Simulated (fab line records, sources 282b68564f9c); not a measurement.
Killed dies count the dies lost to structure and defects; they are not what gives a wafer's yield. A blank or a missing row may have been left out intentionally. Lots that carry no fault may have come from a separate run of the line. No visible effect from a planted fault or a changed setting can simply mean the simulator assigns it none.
Struck lot and sound lot, side by side	flow rit cmos	14 out of 202 route steps
Sound: these wafers, L364.2, L364.4, L364.5. Wafers struck: L355.1, L355.5, L355.6. The cause is named last.
Per side, at each step with rows, come the tool, then ch with its chambers, and then its first start. Under that, the readings that differ: sound wafers	struck wafers	difference of the means	sigmas: that difference in standard deviations of wafers without a fault.
alike: a reading whose means differ by less than 2 such deviations, as well as words and numbers matching on both sides. not compared: withheld readings; readings where some wafer has no value; bounds like >300 that might hide an equal value; numbers whose values overlap and for which the record gives no deviation.
A row with sigmas, a row that says differs or no value, or rows on one side alone: a step with any of these is where the two part. Numbers that don't overlap but have no deviation are shown without sigmas and don't part them. A reading missing from all wafers of one side parts the sides only when that side holds two or more wafers.

first, 5 steps without rows for these wafers: RIT_NWELL_COAT_01 (resist thk 1300 nm); RIT_NWELL_SOFTBAKE_02 (time 60 s); RIT_NWELL_EXPOSE_03 (exposes mask M2, target cd 43900 nm); RIT_NWELL_PEB_04; RIT_NWELL_DEVELOP_05 (develop time 68 s).
RIT_NWELL_OVL_MEAS_06:
  struck on overlay-02, day 3 07:32; sound on overlay-01, day 5 06:48
  alike: NWELL_OVL
then, 2 steps without rows for these wafers: RIT_NWELL_HARDBAKE_07 (time 120 s); RIT_NWELL_IMPLANT_08.
RIT_NWELL_STRIP_09: strips in O2, time 180 s.
  sound on plasma asher-02 ch 0, day 5 07:14; struck on plasma asher-02 ch 0,1, day 3 07:58
  alike: chamber pressure mTorr, drypump motor current A
  not compared: rf hours counter h
RIT_NWELL_TW_MEAS_10:
  struck on film metro-01, day 3 08:09; sound on film metro-02, day 5 07:25
  alike: NWELL_TW
then, 2 steps without rows for these wafers: RIT_PWELL_HMDS_00 (prime time 60 s); RIT_PWELL_COAT_01 (resist thk 1300 nm).
RIT_PWELL_SOFTBAKE_02: time 60 s.
  sound on litho track-01 ch 0, day 5 07:56; struck on litho track-04 ch 0, day 3 08:31
reading	sound	struck	difference	sigmas
heater power total W (W)	34.66 34.56 34.60	34.90 34.88 34.91	+0.29	+6
run length s (s)	89.18 89.32 89.19	87.38 87.32 87.34	-1.88	-17
then, 1 step without rows for these wafers: RIT_PWELL_EXPOSE_03 (exposes mask M3, target cd 43700 nm).

## WHERE THEY PART
Only at RIT_PWELL_SOFTBAKE_02, as far as this record shows.

WHY: whatever the simulator had introduced
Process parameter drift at RIT_PWELL_SOFTBAKE_02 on litho track-04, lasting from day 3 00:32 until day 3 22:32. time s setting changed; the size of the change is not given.
